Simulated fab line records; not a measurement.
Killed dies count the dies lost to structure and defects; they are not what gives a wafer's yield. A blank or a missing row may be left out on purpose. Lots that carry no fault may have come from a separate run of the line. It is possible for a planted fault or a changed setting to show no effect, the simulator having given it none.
A lot that was struck, set against a sound lot	flow rit_cmos	34 out of 202 route steps
Sound: these wafers, L944.1, L944.5, L944.6. Struck: wafers L958.2, L958.4, L958.5. At the end, the cause is stated.
Each step with rows lists, per side, the tool, then ch with its chambers, then its first start. Under that, the readings that differ: sound wafers	struck wafers	difference of the means	sigmas: that difference in standard deviations of wafers without a fault.
alike: words and numbers the same on both sides, and readings whose means are apart by under 2 such deviations; not compared: readings that were withheld, readings missing a value for some wafer, numbers with overlapping values and no deviation given by the record, and bounds like >300 which may hide the same value.
Wherever a step has rows on one side only, a row that says differs or no value, or a row with sigmas, the two part there. Numbers that don't overlap but have no deviation are shown without sigmas and don't part them. Lack of a reading on every wafer of one side parts them only where that side has two or more wafers.

first, 2 steps without rows for these wafers: RIT_SPACER_CLEAN_02 (cleans in SC2, time 600 s); RIT_SPACER_CVD_03 (deposits Si3N4 from SiH2Cl2/NH3, target thk 250 nm, time 3300 s).
RIT_SPACER_THK_MEAS_04:
  sound on film_metro-01 at day 4 05:23; struck on film_metro-01 at day 6 09:41
  alike: SPACER_NITRIDE_THK
RIT_SPACER_ETCHBACK_05: etches Si3N4 in SF6/CHF3, stops on SiO2, target depth 250 nm, time 240 s.
  sound on rie_diel-02 ch 1,2, day 4 05:27; struck on rie_diel-02 ch 0,1, day 6 09:44
  alike: drypump_motor_current_A, oes_product_au, throttle_valve_pct
  not compared: rf_hours_counter_h
then, 6 steps without rows for these wafers: RIT_NSD_HMDS_00 (prime time 60 s); RIT_NSD_COAT_01 (resist thk 1000 nm); RIT_NSD_SOFTBAKE_02 (time 60 s); RIT_NSD_EXPOSE_03 (exposes mask M9, target cd 40700 nm); RIT_NSD_PEB_04; RIT_NSD_DEVELOP_05 (develop time 50 s).
RIT_NSD_OVL_MEAS_06:
  sound on overlay-02 at day 4 06:33; struck on overlay-02 at day 6 10:52
  alike: NSD_OVL
then, 1 step without rows for these wafers: RIT_NSD_HARDBAKE_07 (time 60 s).
RIT_NSD_IMPLANT_08:
  sound on implanter-03 ch 0, day 4 06:48; struck on implanter-02 ch 0, day 6 11:05
reading	sound	struck	difference	sigmas
dose_ions_cm2	1.0002e+15 1.001e+15 1.001e+15	1.0433e+15 1.044e+15 1.0435e+15	+4.2867e+13	+33
  alike: beam_energy_keV
RIT_NSD_STRIP_09: strips in O2, time 180 s.
  sound on plasma_asher-02 ch 0,1, day 4 06:57; struck on plasma_asher-03 ch 0, day 6 11:12
  alike: drypump_motor_current_A
  not compared: rf_hours_counter_h
RIT_NSD_TW_MEAS_10:
  sound on film_metro-04 at day 4 07:07; struck on film_metro-04 at day 6 11:23
reading	sound	struck	difference	sigmas
NSD_TW	3093 3089 3105	3113 3140 3132	+33	+3
then, 6 steps without rows for these wafers: RIT_PSD_HMDS_00 (prime time 60 s); RIT_PSD_COAT_01 (resist thk 1000 nm); RIT_PSD_SOFTBAKE_02 (time 60 s); RIT_PSD_EXPOSE_03 (exposes mask M10, target cd 40900 nm); RIT_PSD_PEB_04; RIT_PSD_DEVELOP_05 (develop time 50 s).
RIT_PSD_OVL_MEAS_06:
  sound on overlay-02 at day 4 08:39; struck on overlay-02 at day 6 12:25
  alike: PSD_OVL
then, 2 steps without rows for these wafers: RIT_PSD_HARDBAKE_07 (time 60 s); RIT_PSD_IMPLANT_08.
RIT_PSD_STRIP_09: strips in O2, time 180 s.
  sound on plasma_asher-01 ch 0,1, day 4 09:11; struck on plasma_asher-03 ch 0,1, day 6 12:52
  alike: drypump_motor_current_A
  not compared: rf_hours_counter_h
RIT_PSD_TW_MEAS_10:
  sound on film_metro-02 at day 4 09:22; struck on film_metro-02 at day 6 13:03
  alike: PSD_TW
then, 3 steps without rows for these wafers: RIT_SDANNEAL_CLEAN_00 (cleans in SC1, time 600 s); RIT_SDANNEAL_CLEAN_01 (cleans in dHF, time 30 s); RIT_SDANNEAL_CLEAN_02 (cleans in SC2, time 600 s).
RIT_SDANNEAL_RTA_03: time 5 s.
  sound on rtp_anneal-01 ch 0, day 4 09:47; struck on rtp_anneal-01 ch 0, day 6 13:39
  alike: wafer_temp_C_max
RIT_SDANNEAL_RS_MEAS_04: a four-point-probe measurement.
  sound on film_metro-03 at day 4 09:50; struck on film_metro-03 at day 6 13:43
  alike: PSD_RS
RIT_SDANNEAL_RS_MEAS_05: a four-point-probe measurement.
  sound on film_metro-03 at day 4 09:58; struck on film_metro-03 at day 6 13:50
reading	sound	struck	difference	sigmas
NSD_RS (ohm/sq)	84.34 84.42 84.29	82.06 81.95 81.68	-2.45	-9
RIT_SDANNEAL_RS_MEAS_06: a four-point-probe measurement.
  sound on film_metro-03 at day 4 10:05; struck on film_metro-03 at day 6 13:57
  alike: PLDD_RS
RIT_M1_PROBE_99:
  sound on prober-01 at day 4 17:42; struck on prober-01 at day 7 07:00
  alike: killed_at_contacts, killed_at_front_end, killed_dies, killed_open, killed_short
  not compared: model.etest.contact_nplus.end_ohm_um

## WHERE THEY PART
First at RIT_NSD_IMPLANT_08; last, within this record, at RIT_SDANNEAL_RS_MEAS_05. Later steps at which nothing parts them and some readings are alike: RIT_SDANNEAL_RS_MEAS_06, RIT_M1_PROBE_99.

WHY: whatever the simulator had introduced
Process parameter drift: implanter-02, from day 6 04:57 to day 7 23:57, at RIT_NSD_IMPLANT_08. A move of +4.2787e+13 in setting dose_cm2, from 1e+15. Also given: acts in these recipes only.
